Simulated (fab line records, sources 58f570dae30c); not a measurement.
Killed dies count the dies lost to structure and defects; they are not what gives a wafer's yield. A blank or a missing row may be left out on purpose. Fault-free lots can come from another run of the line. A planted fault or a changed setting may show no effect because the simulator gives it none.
A lot that was struck, set against a sound lot | flow berkeley cmos170 | 14 out of 331 route steps
Sound: these wafers, L356.1, L356.3, L356.6. Struck: wafers L362.1, L362.4, L362.6. At the end, the cause is stated.
Order at every step that has rows: each side's tool, ch and its chambers, its first start. Under that, the readings that differ: sound wafers | struck wafers | difference of the means | sigmas: that difference in standard deviations of wafers without a fault.
alike: words and numbers the same on both sides, and readings whose means are apart by under 2 such deviations; not compared: readings that were withheld, readings missing a value for some wafer, numbers with overlapping values and no deviation given by the record, and bounds like >300 which may hide the same value.
Wherever a step has rows on one side only, a row that says differs or no value, or a row with sigmas, the two part there. Numbers that have no deviation but don't overlap get no sigmas and don't part them. A reading missing from all wafers of one side parts the sides only when that side holds two or more wafers.

first, 2 steps without rows for these wafers: UCB170_GATE_ANNEAL_03 (time 1800 s); UCB170_GATE_CVD_04 (deposits poly-Si from SiH4, time 1440 s, target thk 214 nm).
UCB170_GATE_THK_MEAS_05:
  sound on film metro-02, day 8 16:12; struck on film metro-01, day 9 05:16
  alike: GATE_POLY_THK
then, 6 steps without rows for these wafers: UCB170_GATE_COAT_06; UCB170_GATE_COAT_07 (resist thk 900 nm); UCB170_GATE_SOFTBAKE_08 (time 60 s); UCB170_GATE_EXPOSE_09 (exposes mask POLY, target cd 350 nm); UCB170_GATE_PEB_10; UCB170_GATE_DEVELOP_11 (develop time 45 s).
UCB170_GATE_CD_MEAS_12 targets a cd of 350 nm.
  sound on cd sem-02, day 8 17:42; struck on cd sem-02, day 9 07:03
  alike: cd nm
UCB170_GATE_OVL_MEAS_13:
  sound on overlay-01, day 8 17:49; struck on overlay-02, day 9 07:10
  reading       | sound  | struck     | difference | sigmas
  GATE_OVL (nm) | 5 11 6 | -2 -11 -10 | -15        | -3
UCB170_GATE_ETCH_14: etches BARC in N2/H2.
  sound on rie diel-03 ch 0,3, day 8 17:52; struck on rie diel-01 ch 1,2,3, day 9 07:12
  alike: drypump motor current A, oes product au, throttle valve pct
UCB170_GATE_ETCH_15: etches poly-Si in HBr/Cl2, stops on SiO2, time 56.3 s, target depth 278.2 nm.
  sound on rie si-02 ch 1,3, day 8 17:54; struck on rie si-02 ch 0,2,3, day 9 07:15
  reading                               | sound             | struck            | difference | sigmas
  oes product au (a.u.)                 | 0.852 0.825 0.818 | 0.661 0.648 0.637 | -0.183     | -11
  model.etch.depth nm (nm)              | 211.9 212.3 209.2 | 144.6 145.5 146.1 | -65.7      |
  model.GATE.feature depth nm (nm)      | 211.9 212.3 209.2 | 144.6 145.5 146.1 | -65.7      |
  model.KrF_of_GATE_COAT_07.thk nm (nm) | 775.3 772.3 775.6 | 830.6 828.4 829.3 | +55.0      |
  alike: drypump motor current A, throttle valve pct
  not compared: rf hours counter h
UCB170_GATE_STRIP_16: strips in O2.
  sound on plasma asher-01 ch 0, day 8 17:57; struck on plasma asher-02 ch 0,1, day 9 07:17
  alike: drypump motor current A, oes product au
  not compared: rf hours counter h

## WHERE THEY PART
First at UCB170_GATE_OVL_MEAS_13; last, within this record, at UCB170_GATE_ETCH_15. Later steps at which nothing parts them and some readings are alike: UCB170_GATE_STRIP_16.

WHY: whatever the simulator had introduced
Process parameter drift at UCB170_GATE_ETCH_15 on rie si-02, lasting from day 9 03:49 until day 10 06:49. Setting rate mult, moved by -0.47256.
